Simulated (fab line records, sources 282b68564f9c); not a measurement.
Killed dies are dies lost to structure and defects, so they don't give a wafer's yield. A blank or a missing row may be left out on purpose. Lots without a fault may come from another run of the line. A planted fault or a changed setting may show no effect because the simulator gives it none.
Which tool did it? | flow rit_cmos | 14 lots, 42 wafers sampled, at 4 steps of a route of 202

WHAT THE GAUGES READ, wafer by wafer
RIT_GATE_THK_MEAS_09.
lot  | measured    | on            | GATE_POLY_THK (nm)
L177 | day 2 13:58 | film_metro-03 | 254.8 254.7 250.7
L178 | day 2 20:18 | film_metro-01 | 247.8 250.2 248.6
L179 | day 3 00:19 | film_metro-01 | 253.5 256.3 255.5
L180 | day 3 05:59 | film_metro-04 | 250.9 248.9 249.9
L182 | day 3 15:16 | film_metro-04 | 248.0 251.9 251.1
L183 | day 3 18:11 | film_metro-04 | 253.5 254.7 252.2
L185 | day 4 04:22 | film_metro-01 | 250.2 251.9 252.2
L186 | day 4 08:40 | film_metro-03 | 249.8 251.7 250.8
L188 | day 4 19:40 | film_metro-01 | 256.5 256.6 255.1
L194 | day 6 00:09 | film_metro-04 | 246.0 249.2 247.3
L195 | day 6 05:10 | film_metro-04 | 250.2 248.3 251.3
L196 | day 6 12:16 | film_metro-01 | 248.2 248.4 248.5
L197 | day 6 15:56 | film_metro-01 | 249.4 246.7 249.5
L199 | day 7 03:33 | film_metro-03 | 249.9 247.9 249.5

RIT_REOX_THK_MEAS_04.
lot  | measured    | on            | REOX_OXIDE_THK (nm)
L177 | day 2 19:35 | film_metro-04 | 24.9 25.2 25.1
L178 | day 3 02:30 | film_metro-04 | 25.0 25.3 25.5
L179 | day 3 04:51 | film_metro-04 | 24.9 24.6 24.7
L180 | day 3 11:59 | film_metro-04 | 24.6 24.7 25.0
L182 | day 3 19:49 | film_metro-03 | 26.0 26.5 26.0
L183 | day 3 23:14 | film_metro-04 | 24.5 24.7 24.3
L185 | day 4 09:03 | film_metro-03 | 24.8 24.8 24.9
L186 | day 4 14:18 | film_metro-02 | 26.8 27.1 26.9
L188 | day 5 00:14 | film_metro-03 | 27.1 27.7 27.8
L194 | day 6 05:16 | film_metro-02 | 24.6 24.8 25.0
L195 | day 6 10:50 | film_metro-03 | 25.3 25.4 25.4
L196 | day 6 16:50 | film_metro-04 | 24.7 24.9 25.0
L197 | day 6 20:43 | film_metro-04 | 25.5 25.6 25.7
L199 | day 7 08:54 | film_metro-02 | 24.1 24.2 24.3

WHICH TOOL RAN EACH LOT (tool, then ch and the chambers of the sampled wafers, then the start)
lot  | RIT_NRETRO_STRIP_09                 | RIT_REOX_OXIDATION_03
L177 | plasma_asher-01 ch 0,1, day 2 05:42 | furnace-01 ch 0, day 2 17:01
L178 | plasma_asher-01 ch 0,1, day 2 11:53 | furnace-01 ch 0, day 2 23:56
L179 | plasma_asher-02 ch 0,1, day 2 18:22 | furnace-02 ch 0, day 3 02:17
L180 | plasma_asher-01 ch 0,1, day 2 23:19 | furnace-02 ch 0, day 3 09:26
L182 | plasma_asher-03 ch 0,1, day 3 09:25 | furnace-04 ch 0, day 3 17:16
L183 | plasma_asher-03 ch 0,1, day 3 12:38 | furnace-02 ch 0, day 3 20:41
L185 | plasma_asher-03 ch 0,1, day 3 22:25 | furnace-01 ch 0, day 4 06:29
L186 | plasma_asher-03 ch 0,1, day 4 03:23 | furnace-02 ch 0, day 4 11:43
L188 | plasma_asher-03 ch 0,1, day 4 13:55 | furnace-02 ch 0, day 4 21:41
L194 | plasma_asher-03 ch 0,1, day 5 18:19 | furnace-01 ch 0, day 6 02:43
L195 | plasma_asher-03 ch 0,1, day 5 23:33 | furnace-04 ch 0, day 6 08:16
L196 | plasma_asher-01 ch 0,1, day 6 04:47 | furnace-04 ch 0, day 6 14:17
L197 | plasma_asher-01 ch 0,1, day 6 09:50 | furnace-04 ch 0, day 6 18:08
L199 | plasma_asher-02 ch 0,1, day 6 20:28 | furnace-04 ch 0, day 7 06:21
- RIT_NRETRO_STRIP_09: strips in O2, time 180 s.
- RIT_REOX_OXIDATION_03: target thk 25.2 nm, ox time 5580 s.

WHAT THE TOOLS THEMSELVES READ (means of the sampled wafers that have a number; where no wafer has one, the mark that the record gives instead)
RIT_NRETRO_STRIP_09.
lot  | tool            | drypump_motor_current_A (A)
L177 | plasma_asher-01 | 5.88
L178 | plasma_asher-01 | 5.66
L179 | plasma_asher-02 | 5.57
L180 | plasma_asher-01 | 5.89
L182 | plasma_asher-03 | 6.05
L183 | plasma_asher-03 | 6.07
L185 | plasma_asher-03 | 6.04
L186 | plasma_asher-03 | 6.00
L188 | plasma_asher-03 | 6.04
L194 | plasma_asher-03 | 6.00
L195 | plasma_asher-03 | 6.05
L196 | plasma_asher-01 | 5.89
L197 | plasma_asher-01 | 5.89
L199 | plasma_asher-02 | 5.80

RIT_REOX_OXIDATION_03.
lot  | tool       | spike_tc_centre_C (C) | spike_tc_load_C (C) | spike_tc_source_C (C) | tube_center_temp_C (C) | tube_center_temp_C_max | zone_power_source_pct (%)
L177 | furnace-01 | 904.9                 | 925.2               | 924.5                 | 900                    | 901.8                  | 26.2
L178 | furnace-01 | 903.5                 | 925.4               | 923.8                 | 900                    | 902.1                  | 26.0
L179 | furnace-02 | 901.5                 | 923.0               | 922.8                 | 900                    | 902.3                  | 22.4
L180 | furnace-02 | 901.5                 | 921.9               | 921.8                 | 900                    | 901.9                  | 22.5
L182 | furnace-04 | 903.2                 | 928.8               | 923.5                 | 900                    | 902.2                  | 25.6
L183 | furnace-02 | 901.2                 | 923.7               | 922.6                 | 900                    | 902.2                  | 22.6
L185 | furnace-01 | 904.4                 | 924.4               | 924.7                 | 900                    | 902.6                  | 25.9
L186 | furnace-02 | 908.7                 | 930.9               | 929.3                 | 908                    | 910.2                  | 23.0
L188 | furnace-02 | 908.9                 | 931.7               | 931.4                 | 908                    | 910.7                  | 22.9
L194 | furnace-01 | 904.8                 | 925.4               | 923.2                 | 900                    | 902.2                  | 25.8
L195 | furnace-04 | 903.9                 | 928.7               | 923.3                 | 900                    | 903.0                  | 25.8
L196 | furnace-04 | 902.8                 | 928.9               | 923.2                 | 900                    | 902.3                  | 25.7
L197 | furnace-04 | 903.5                 | 929.4               | 923.2                 | 900                    | 902.3                  | 25.9
L199 | furnace-04 | 903.5                 | 929.1               | 924.3                 | 900                    | 902.2                  | 25.8

THE ANSWER, worked out from the rows above alone
Rule: what is usual is taken from the lots themselves. Put in order of their means at a reading, lots are off if they are a third of the lots or fewer, leave a main group of 4 or more, and stand apart from it by a gap of 3 or more times the standard deviation of the main group's means; of several such gaps the widest counts. A main group whose means are all the same, to the digits that the tables above print for the reading, isn't used. A lot without any number at a reading at which 4 lots or more have one is off too. The other lots that the step has rows for count as sound. The gauges are gone through in route order, then the tools' own readings, and for those a lot's mean is taken as printed above. The first step at which some lot is off is used, and at that step the reading that is off furthest; a lot without a number counts as furthest.
Off: L186, L188, at RIT_REOX_OXIDATION_03 (tube_center_temp_C_max). The main group: mean 902.3, standard deviation 0.3.
A tool fits if, at that step or a process step before it, it ran every lot that is off, and no sound lot after the first of them. One fits: furnace-02 at RIT_REOX_OXIDATION_03. Its last sound lot is L183 (day 3 20:41), its first lot that is off L186 (day 4 11:43): a fault that began between those two fits.
The tool's own readings at RIT_REOX_OXIDATION_03 bear it out: on the lots that are off they differ by more than 5 times the standard deviation of the sound lots' means. spike_tc_source_C reads 930.3 C there against 923.4 C on the sound lots; tube_center_temp_C reads 908 C there against 900 C on the sound lots; tube_center_temp_C_max reads 910.5 there against 902.3 on the sound lots.

WHAT THE SIMULATOR HAD PUT IN
Process parameter drift: furnace-02, from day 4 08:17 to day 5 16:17, at RIT_REOX_OXIDATION_03. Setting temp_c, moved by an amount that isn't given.
Lots struck among those shown: L186, L188. The rule above found the same.
